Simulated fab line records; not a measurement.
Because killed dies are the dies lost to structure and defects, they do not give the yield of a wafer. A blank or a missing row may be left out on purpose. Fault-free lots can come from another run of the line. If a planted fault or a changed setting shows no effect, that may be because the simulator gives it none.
Check of tool commonality ; flow rit_cmos ; Sample size 14 lots and 42 wafers

THE REASON FOR OPENING IT
Of 14 lots, 2 have the reading NWELL_TW flagged at RIT_NWELL_TW_MEAS_10. Wafers without a fault read 2149, standard deviation 24.
Rule: a lot is flagged when every wafer of it that has a number lies more than 4 standard deviations from that mean, or none has a number. The other lots count as sound.

lot;measured;on;NWELL_TW, wafer by wafer;flag
L221;day 1 21:46;film_metro-02;2120 2114 2112;
L222;day 2 05:15;film_metro-04;2138 2152 2139;
L224;day 2 12:45;film_metro-01;2173 2174 2178;
L225;day 2 17:07;film_metro-01;2188 2166 2171;
L226;day 2 21:59;film_metro-02;2124 2127 2129;
L227;day 3 03:41;film_metro-01;2175 2166 2158;
L230;day 3 18:59;film_metro-01;2175 2167 2169;
L232;day 4 04:02;film_metro-01;2176 2172 2178;
L233;day 4 08:54;film_metro-04;2167 2159 2161;
L237;day 5 04:58;film_metro-04;2134 2135 2136;
L238;day 5 09:58;film_metro-04;2150 2139 2143;
L239;day 5 21:11;film_metro-04;1842 1846 1839;FLAGGED
L241;day 6 01:38;film_metro-01;1860 1868 1869;FLAGGED
L244;day 6 17:35;film_metro-04;2156 2152 2155;
The mean of the flagged lots' numbers is 1854, -295 from the usual (-12 standard deviations).

WHICH TOOL EACH LOT WENT THROUGH
The record holds 1 process step before the reading, out of a route of 202 steps. Every cell lists first the tool, next ch and the chambers used by the sampled wafers, and last the start.
lot;flag;RIT_NWELL_IMPLANT_08
L221;;implanter-02 ch 0, day 1 21:29
L222;;implanter-03 ch 0, day 2 04:58
L224;;implanter-03 ch 0, day 2 12:26
L225;;implanter-03 ch 0, day 2 16:48
L226;;implanter-03 ch 0, day 2 21:41
L227;;implanter-03 ch 0, day 3 03:22
L230;;implanter-02 ch 0, day 3 18:40
L232;;implanter-01 ch 0, day 4 03:43
L233;;implanter-01 ch 0, day 4 08:35
L237;;implanter-03 ch 0, day 5 04:41
L238;;implanter-02 ch 0, day 5 09:39
L239;FLAGGED;implanter-03 ch 0, day 5 20:53
L241;FLAGGED;implanter-03 ch 0, day 6 01:19
L244;;implanter-02 ch 0, day 6 17:19
What these steps do:
- RIT_NWELL_IMPLANT_08
- RIT_NWELL_TW_MEAS_10

FLAGGED OVER TOTAL, TOOL BY TOOL (the gauges that took the reading come last)
step;tool;lots run;flagged;share of the flagged lots;sound lots run after its first flagged lot
RIT_NWELL_IMPLANT_08;implanter-01;2;0;none;-
RIT_NWELL_IMPLANT_08;implanter-02;4;0;none;-
RIT_NWELL_IMPLANT_08;implanter-03;8;2;all;0
RIT_NWELL_TW_MEAS_10;film_metro-01;6;1;some;0
RIT_NWELL_TW_MEAS_10;film_metro-02;2;0;none;-
RIT_NWELL_TW_MEAS_10;film_metro-04;6;1;some;1 (L244)

THE TABLE: WHAT IT ALLOWS
Rows of the table that ran each flagged lot: 1, that is implanter-03 at RIT_NWELL_IMPLANT_08.
- implanter-03 at RIT_NWELL_IMPLANT_08: 2 of its 8 lots flagged. Last sound lot L237 at day 5 04:41, first flagged lot L239 at day 5 20:53; a fault beginning in between fits. Its own readings (dose_ions_cm2, faraday_current_uA) fall more than 4 standard deviations out on all wafers of the flagged lots.
One tool is left: implanter-03 at RIT_NWELL_IMPLANT_08.

WHAT WAS PUT IN BY THE SIMULATOR
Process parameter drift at RIT_NWELL_IMPLANT_08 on implanter-03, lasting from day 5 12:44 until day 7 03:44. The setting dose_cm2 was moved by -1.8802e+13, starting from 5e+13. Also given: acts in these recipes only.
Shown lots that were struck: L239, L241. The same result came from the rule above.
